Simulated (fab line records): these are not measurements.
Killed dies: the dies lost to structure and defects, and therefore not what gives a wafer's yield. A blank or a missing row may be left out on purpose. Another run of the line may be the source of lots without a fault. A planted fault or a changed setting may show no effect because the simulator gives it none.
2 desks looking at one fault | flow rit-cmos | each desk holds nothing but its own numbers, with what lay behind them at the end

THE TOOL OWNER'S DESK: implanter-02
The tool's own readings at RIT_NLDD_IMPLANT_08, given as means over the sampled wafers that have a number, one for each lot that went through this tool. A lot is out of limits, marked OUT, if its mean lies more than 4 standard deviations from the usual mean; the brackets give that distance.
Columns: A = dose-ions-cm2 at RIT_NLDD_IMPLANT_08, usual 5e+14; B = faraday-current-uA at RIT_NLDD_IMPLANT_08, usual 1575
lot  | first seen here | A                       | B
L684 | day 3 03:22     | 5e+14                   | 1570
L686 | day 3 13:11     | 5e+14                   | 1577
L692 | day 4 19:26     | 5e+14                   | 1579
L693 | day 4 23:46     | 5e+14                   | 1586
L697 | day 5 19:50     | 5e+14                   | 1597
L698 | day 6 01:12     | 4e+14 (-99 or more) OUT | 1140 (-14) OUT
L700 | day 6 12:08     | 4e+14 (-99 or more) OUT | 1169 (-13) OUT
This desk finds L698, L700 out of limits, L698 being first, at day 6 01:12 (dose-ions-cm2 at RIT_NLDD_IMPLANT_08). In limits: L684, L686, L692, L693, L697.

THE METROLOGY DESK
Lot by lot, what the gauges showed, no matter which tool ran the lot: averages of those sampled wafers that carry a number. A lot is out of limits, marked OUT, if its mean lies more than 4 standard deviations from the usual mean; the brackets give that distance.
Columns: A = INCOMING_BOW at RIT_ACTIVE_BOW_MEAS_00, usual 0 um; B = cd-nm at RIT_ACTIVE_CD_MEAS_11, usual 1399.5 nm; C = cd-nm at RIT_GATE_CD_MEAS_90, usual 150.1 nm; D = NLDD_TW at RIT_NLDD_TW_MEAS_10, usual 2491; E = NLDD_RS at RIT_SDANNEAL_RS_MEAS_07, usual 151.6 ohm/sq
lot  | first seen here | A  | B      | C     | D               | E
L684 | day 1 20:00     | 1  | 1397.8 | 153.0 | 2497            | 151.5
L685 | day 2 01:00     | 2  | 1398.5 | 153.7 | 2504            | 151.9
L686 | day 2 06:00     | 1  | 1399.6 | 150.5 | 2469            | 152.0
L688 | day 2 16:01     | -1 | 1401.8 | 150.4 | 2483            | 151.1
L690 | day 3 02:00     | 5  | 1399.2 | 150.8 | 2495            | 151.9
L692 | day 3 12:00     | 1  | 1396.8 | 147.8 | 2484            | 152.2
L693 | day 3 17:01     | 1  | 1400.9 | 148.0 | 2495            | 151.6
L694 | day 3 22:04     | -0 | 1400.0 | 149.4 | 2509            | 151.4
L695 | day 4 03:04     | 3  | 1399.4 | 154.6 | 2474            | 151.1
L696 | day 4 08:00     | -1 | 1401.9 | 154.4 | 2449            | 152.6
L697 | day 4 13:02     | -1 | 1400.4 | 152.2 | 2518            | 151.3
L698 | day 4 18:01     | -2 | 1402.9 | 148.2 | 2298 (-9.2) OUT | 195.0 (+92) OUT
L700 | day 5 04:02     | 4  | 1394.1 | 149.6 | 2302 (-9.0) OUT | 194.7 (+92) OUT
L704 | day 6 00:00     | 3  | 1399.8 | 144.9 | 2462            | 151.5
This desk's finding: out of limits on L698, L700; first on L698, day 6 01:31 (NLDD_TW at RIT_NLDD_TW_MEAS_10). In limits: L684, L685, L686, L688, L690, L692, L693, L694, L695, L696, L697, L704.

ALL TOGETHER
The tool owner's desk could have raised an alarm at day 6 01:12, on L698, L700.
L698, L700 would have let the metrology desk raise an alarm at day 6 01:31.
On implanter-02, each named lot ran RIT_NLDD_IMPLANT_08.

WHAT THE SIMULATOR HAD INSERTED
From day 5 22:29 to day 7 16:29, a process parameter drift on implanter-02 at RIT_NLDD_IMPLANT_08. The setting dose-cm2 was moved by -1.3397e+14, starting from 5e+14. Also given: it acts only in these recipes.
Lots struck among those shown: L698, L700.
Time in hours from fault onset to the first out-of-limits reading at each desk: tool owner's desk 3, metrology desk 3.
